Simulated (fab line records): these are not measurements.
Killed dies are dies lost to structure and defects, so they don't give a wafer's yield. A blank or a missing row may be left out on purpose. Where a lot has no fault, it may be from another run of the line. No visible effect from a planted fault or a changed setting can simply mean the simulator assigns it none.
Which tool was responsible? ; flow rit_cmos ; 14 lots with 42 wafers sampled at 6 steps, on a route of 202 steps

== WHAT THE GAUGES SHOWED, per wafer ==
RIT_PLDD_TW_MEAS_10.
lot;measured;on;PLDD_TW
L585;day 3 00:32;film_metro-04;2306 2301 2298
L586;day 3 00:48;film_metro-04;2300 2308 2315
L587;day 3 08:32;film_metro-04;2304 2304 2306
L589;day 3 17:11;film_metro-01;2376 2369 2373
L590;day 3 23:48;film_metro-03;2361 2363 2364
L591;day 4 04:32;film_metro-01;2371 2375 2369
L592;day 4 11:50;film_metro-04;2297 2288 2293
L593;day 4 15:32;film_metro-03;2379 2380 2368
L594;day 4 21:17;film_metro-01;2384 2385 2375
L596;day 5 10:36;film_metro-03;2380 2382 2379
L597;day 5 10:53;film_metro-01;2380 2384 2377
L605;day 7 04:53;film_metro-04;2312 2288 2286
L606;day 7 09:22;film_metro-01;2401 2377 2382
L608;day 7 17:40;film_metro-04;2284 2294 2301

RIT_SPACER_THK_MEAS_04.
lot;measured;on;SPACER_NITRIDE_THK (nm)
L585;day 3 02:53;film_metro-04;253.5 251.2 252.0
L586;day 3 05:16;film_metro-01;249.0 248.1 249.4
L587;day 3 11:00;film_metro-02;255.2 255.0 256.9
L589;day 3 20:29;film_metro-01;254.9 256.1 254.9
L590;day 4 03:07;film_metro-04;249.0 249.0 249.5
L591;day 4 06:53;film_metro-02;252.6 252.4 252.8
L592;day 4 14:11;film_metro-02;254.8 254.1 254.8
L593;day 4 17:55;film_metro-01;249.7 250.6 251.3
L594;day 4 23:47;film_metro-01;250.4 250.6 250.2
L596;day 5 12:58;film_metro-02;250.7 251.4 252.8
L597;day 5 14:53;film_metro-02;252.8 253.6 254.1
L605;day 7 07:15;film_metro-01;255.3 252.3 254.9
L606;day 7 12:42;film_metro-02;253.0 255.0 255.8
L608;day 7 20:02;film_metro-04;253.6 250.9 252.7

RIT_SILICIDE_RS_MEAS_02: measures by four-point-probe.
lot;measured;on;SILICIDE_TI_RS (ohm/sq)
L585;day 3 07:05;film_metro-02;45.3 46.0 46.0
L586;day 3 09:31;film_metro-02;45.7 45.9 45.6
L587;day 3 15:28;film_metro-02;45.7 46.2 46.0
L589;day 4 00:44;film_metro-02;45.9 46.1 46.1
L590;day 4 07:23;film_metro-01;46.4 46.7 46.8
L591;day 4 11:19;film_metro-02;45.6 45.3 45.6
L592;day 4 18:34;film_metro-02;45.5 46.3 46.8
L593;day 4 22:20;film_metro-01;46.4 46.8 46.5
L594;day 5 04:07;film_metro-02;47.2 47.1 46.2
L596;day 5 17:13;film_metro-03;45.8 45.4 45.0
L597;day 5 19:32;film_metro-01;46.3 45.3 45.3
L605;day 7 11:22;film_metro-02;45.9 44.9 45.0
L606;day 7 17:14;film_metro-02;63.5 63.8 46.3
L608;day 8 00:25;film_metro-02;63.2 64.2 45.7

RIT_SILICIDE_THK_MEAS_03: measures by xrf.
lot;measured;on;SILICIDE_TI_THK (nm)
L585;day 3 07:12;film_metro-02;31.2 30.9 30.7
L586;day 3 09:38;film_metro-02;30.9 30.9 30.8
L587;day 3 15:35;film_metro-02;30.9 30.5 30.7
L589;day 4 00:51;film_metro-02;30.9 30.7 30.7
L590;day 4 07:30;film_metro-01;30.7 30.8 30.6
L591;day 4 11:26;film_metro-02;31.1 31.0 30.9
L592;day 4 18:41;film_metro-02;30.9 30.6 30.4
L593;day 4 22:26;film_metro-01;30.9 30.7 30.7
L594;day 5 04:14;film_metro-02;30.0 30.2 30.7
L596;day 5 17:19;film_metro-03;31.0 31.2 31.3
L597;day 5 19:38;film_metro-01;30.9 31.4 31.3
L605;day 7 11:29;film_metro-02;31.1 31.7 31.5
L606;day 7 17:20;film_metro-02;24.0 23.9 30.7
L608;day 8 00:31;film_metro-02;24.0 23.6 30.9

== WHICH TOOL RAN EACH LOT (tool, then ch and the chambers of the sampled wafers, then the start) ==
lot;RIT_GATE_STRIP_20;RIT_SILICIDE_SPUTTER_01
L585;plasma_asher-02 ch 0,1, day 2 17:53;pvd_sputter-01, day 3 06:55
L586;plasma_asher-02 ch 0,1, day 2 18:23;pvd_sputter-03, day 3 09:22
L587;plasma_asher-02 ch 0,1, day 3 02:09;pvd_sputter-02, day 3 15:19
L589;plasma_asher-02 ch 0,1, day 3 10:41;pvd_sputter-02, day 4 00:35
L590;plasma_asher-02 ch 0,1, day 3 16:12;pvd_sputter-01, day 4 07:13
L591;plasma_asher-02 ch 0,1, day 3 21:25;pvd_sputter-02, day 4 11:10
L592;plasma_asher-04 ch 0,1, day 4 05:38;pvd_sputter-01, day 4 18:23
L593;plasma_asher-01 ch 1, day 4 08:26;pvd_sputter-02, day 4 22:01
L594;plasma_asher-01 ch 0,1, day 4 13:18;pvd_sputter-01, day 5 03:56
L596;plasma_asher-02 ch 0,1, day 5 02:43;pvd_sputter-01, day 5 17:02
L597;plasma_asher-02 ch 0,1, day 5 03:01;pvd_sputter-02, day 5 19:20
L605;plasma_asher-02 ch 0,1, day 6 20:37;pvd_sputter-02, day 7 11:13
L606;plasma_asher-01 ch 0,1, day 7 02:40;pvd_sputter-01, day 7 17:04
L608;plasma_asher-01 ch 0,1, day 7 10:03;pvd_sputter-01, day 8 00:13
- RIT_GATE_STRIP_20: strips in O2, time 180 s.
- RIT_SILICIDE_SPUTTER_01: material Ti, target thk 30 nm, time 240 s.

== AS READ BY THE TOOLS THEMSELVES (means over the sampled wafers that have a number; for cases with no such wafer, the mark the record gives instead) ==
RIT_GATE_STRIP_20.
lot;tool;drypump_motor_current_A (A)
L585;plasma_asher-02;5.8
L586;plasma_asher-02;6.1
L587;plasma_asher-02;6.1
L589;plasma_asher-02;6.1
L590;plasma_asher-02;6.1
L591;plasma_asher-02;6.1
L592;plasma_asher-04;5.5
L593;plasma_asher-01;5.5
L594;plasma_asher-01;5.4
L596;plasma_asher-02;5.8
L597;plasma_asher-02;6.1
L605;plasma_asher-02;6.1
L606;plasma_asher-01;5.5
L608;plasma_asher-01;5.4

RIT_SILICIDE_SPUTTER_01.
lot;tool;throttle_valve_pct (%)
L585;pvd_sputter-01;30.6
L586;pvd_sputter-03;30.4
L587;pvd_sputter-02;30.4
L589;pvd_sputter-02;30.4
L590;pvd_sputter-01;30.8
L591;pvd_sputter-02;29.6
L592;pvd_sputter-01;31.0
L593;pvd_sputter-02;30.3
L594;pvd_sputter-01;31.0
L596;pvd_sputter-01;30.7
L597;pvd_sputter-02;30.7
L605;pvd_sputter-02;29.9
L606;pvd_sputter-01;31.7
L608;pvd_sputter-01;31.7

== THE ANSWER, worked out from the rows above alone ==
Rule: what is usual is taken from the lots themselves. Put in order of their means at a reading, lots are off if they are a third of the lots or fewer, leave a main group of 4 or more, and stand apart from it by a gap of 3 or more times the standard deviation of the main group's means; of several such gaps the widest counts. A main group whose means are all the same, to the digits that the tables above print for the reading, isn't used. Also off: a lot with no number at a reading for which 4 or more lots have one. Where the step has rows for the other lots, those lots are counted as sound. First the gauges in route order, then the tools' own readings, where a lot's mean is used as printed above. At the first step where some lot is off, the reading lying furthest off is the one used; lots without a number count as furthest.
Off: at RIT_SILICIDE_RS_MEAS_02 (SILICIDE_TI_RS), L606, L608. The main group has a mean of 46.0 ohm/sq with a standard deviation of 0.49.
A tool fits if, at a process step before that reading, it ran every lot that is off, and no sound lot after the first of them. The gauges at RIT_SILICIDE_RS_MEAS_02 are tried like those tools. Can't be told from this: 3 tools fit, plasma_asher-01 at RIT_GATE_STRIP_20, pvd_sputter-01 at RIT_SILICIDE_SPUTTER_01, film_metro-02 at RIT_SILICIDE_RS_MEAS_02.

== WHAT THE SIMULATOR PUT IN ==
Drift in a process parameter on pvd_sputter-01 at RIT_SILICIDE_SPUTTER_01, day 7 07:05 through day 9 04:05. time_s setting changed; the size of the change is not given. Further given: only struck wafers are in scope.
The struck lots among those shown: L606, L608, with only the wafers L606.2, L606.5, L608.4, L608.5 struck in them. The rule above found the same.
